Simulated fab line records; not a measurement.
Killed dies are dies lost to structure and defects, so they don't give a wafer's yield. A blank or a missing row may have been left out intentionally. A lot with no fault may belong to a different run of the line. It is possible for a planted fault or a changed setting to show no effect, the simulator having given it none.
Matching of chambers ; flow berkeley-cmos170 ; 4 sister chambers for UCB170_GATE_ETCH_15 on rie-si-02
The step etches poly-Si in HBr/Cl2, stops on SiO2, time 56.3 s, target depth 278.2 nm. 8 wafers are shown with their chamber, then 7 later ones without.

## WAFERS PAIRED WITH THEIR CHAMBERS
wafer;chamber;throttle-valve-pct (%);he-backside-leak-sccm (sccm)
L479.6;3;26.35;2.7
L491.4;0;26.37;3.1
L491.5;2;26.56;2.5
L496.3;3;26.37;2.8
L496.4;1;26.21;3.0
L496.6;0;26.38;3.3
L498.3;1;26.23;2.9
L498.4;2;26.57;2.4

## WAFERS WITHOUT THEIR CHAMBER
wafer;throttle-valve-pct (%);he-backside-leak-sccm (sccm)
L498.6;26.23;2.9
L500.1;26.58;2.4
L500.2;26.22;3.1
L500.4;26.57;2.4
L502.2;26.23;3.1
L502.4;26.56;2.4
L502.6;26.23;3.2

## THE CHAMBER EACH PASSED THROUGH
wafer;from the rows above;in truth
L498.6;1;1
L500.1;2;2
L500.2;1;1
L500.4;2;2
L502.2;1;1
L502.4;2;2
L502.6;1;1
Correctly placed: 7 of 7. Not placeable from these rows: 0. Number placed wrongly: 0.
How it was worked out, from the rows above alone: a wafer's distance from a chamber is the root of the sum, over the readings, of the square of ((its reading less the chamber's mean) divided by the reading's scatter). The wafer belongs to the nearest chamber; if the next one is less than 2 further off, it can't be placed. A chamber's mean is the mean of its shown wafers. The scatter: take each reading less its chamber's mean, square it, sum over the shown wafers, divide by the number of wafers less the number of chambers, and take the root.
